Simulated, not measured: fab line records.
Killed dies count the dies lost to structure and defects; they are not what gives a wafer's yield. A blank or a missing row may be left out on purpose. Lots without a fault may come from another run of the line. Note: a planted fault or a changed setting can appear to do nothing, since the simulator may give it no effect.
Problem report, 8D (eight disciplines) form, completed by code + flow ritCmos + the parts of the form that need people (team, actions taken, sign-off) are left out

== 1. WHAT IS WRONG ==
M1_AL_RS at RIT_M1_RS_MEAS_01 reads a mean of 0.0842 ohm/sq on 3 wafers of 1 lot; wafers without a fault read 0.0732 ohm/sq with a standard deviation of 0.0011. That is +10 standard deviations from the usual mean.
The step: measures by four-point-probe.
First observed at day 6 05:52: wafer L183.1, on filmMetro-03. At this step, 36 wafers from 12 lots have a number in the record. Rule for "out" (also "out of limits"): further than 4 standard deviations from the usual mean. The other wafers with a number count as sound.

== 2. WHAT IT IS, AND WHAT IT ISN'T ==
| question                    | is                     | is not                                                                                       |
|-----------------------------|------------------------|----------------------------------------------------------------------------------------------|
| which readings at this step | M1_AL_RS               | -                                                                                            |
| which lots                  | L183                   | L169, L172, L173, L174, L177, L179, L184, L186, L189, L190, L192                             |
| which wafers of those lots  | all that have a number | -                                                                                            |
| read on which gauges        | filmMetro-03           | filmMetro-01, filmMetro-02                                                                   |
| when                        | from day 6 05:52       | up to then (18 sound wafers); but 15 sound wafers of L184, L186, L189, L190, L192 came after |

== 3. WHAT RULES OUT EACH SUSPECT ==
Counting: a tool at any process step up to the reading remains a suspect when it ran all the lots that are out and ran no sound lot after the first of those.
- the gauge at RIT_M1_RS_MEAS_01 is ruled out. All the wafers that are out were read on filmMetro-03, but those of them that RIT_M1_METAL_ETCH_12 has rows for are out there too, on other tools.
- rieDiel-01 at RIT_CONTACT_ETCH_11 (etches SiO2 in CHF3/CF4/Ar, stops on TiSi2, target depth 480 nm, time 320 s): kept. It ran the lot that is out, L183 (day 6 04:43), and no sound lot after that; its last sound lot up to then is L174 (day 4 11:38).
- pvdSputter-02 at RIT_M1_SPUTTER_00 (material Al, target thk 400 nm, time 500 s): kept. It ran the lot that is out, L183 (day 6 05:34), and no sound lot after that; its last sound lot up to then is L179 (day 5 13:18).
After counting, rieDiel-01 at RIT_CONTACT_ETCH_11 and pvdSputter-02 at RIT_M1_SPUTTER_00 remain.

== 4. THE CAUSE (what the simulator had put in) ==
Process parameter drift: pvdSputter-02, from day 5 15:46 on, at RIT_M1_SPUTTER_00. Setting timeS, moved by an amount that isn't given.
Of the 2 suspects that counting leaves, this tool is one.

== 5. THE CHAIN OF EFFECTS, in route order ==
One row per reading whose mean, taken over the struck wafers that have a number, lies over 3 standard deviations from the usual. Only readings for which the record gives a usual standard deviation are gone through. hours: the time from each lot's start at the first step in this table that gives one to its start at this step, as a median over the lots. sigmas: the change in usual standard deviations.
| hours | step                 | reading      | usual         | on struck wafers | change  | sigmas |
|-------|----------------------|--------------|---------------|------------------|---------|--------|
| 0     | RIT_M1_RS_MEAS_01    | M1_AL_RS     | 0.0732 ohm/sq | 0.0842           | +0.0110 | +10    |
| 0     | RIT_M1_THK_MEAS_02   | M1_AL_THK    | 408 nm        | 355              | -53     | -8.6   |
| 2     | RIT_M1_METAL_ETCH_12 | oesProductAu | 0.767 a.u.    | 0.695            | -0.072  | -5.1   |
Here are the process steps it includes:
- RIT_M1_METAL_ETCH_12: etches Al in Cl2/BCl3, stops on SiO2, time 165 s, target depth 600 nm.

== 6. WHAT WOULD HAVE CAUGHT IT SOONER ==
In this record the first reading out of limits at a measuring or inspecting step was taken at day 6 05:52, 14 hours after the fault began at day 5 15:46.
An alarm limit of 4 standard deviations would not have fired on the tool readings at RIT_M1_SPUTTER_00 for which the record gives a usual standard deviation, since none of them was out on any struck wafer.
All the lots that are out (1) had begun RIT_M1_SPUTTER_00 on pvdSputter-02 by day 6 05:52. A hold on the tool at that time would have spared none of them.
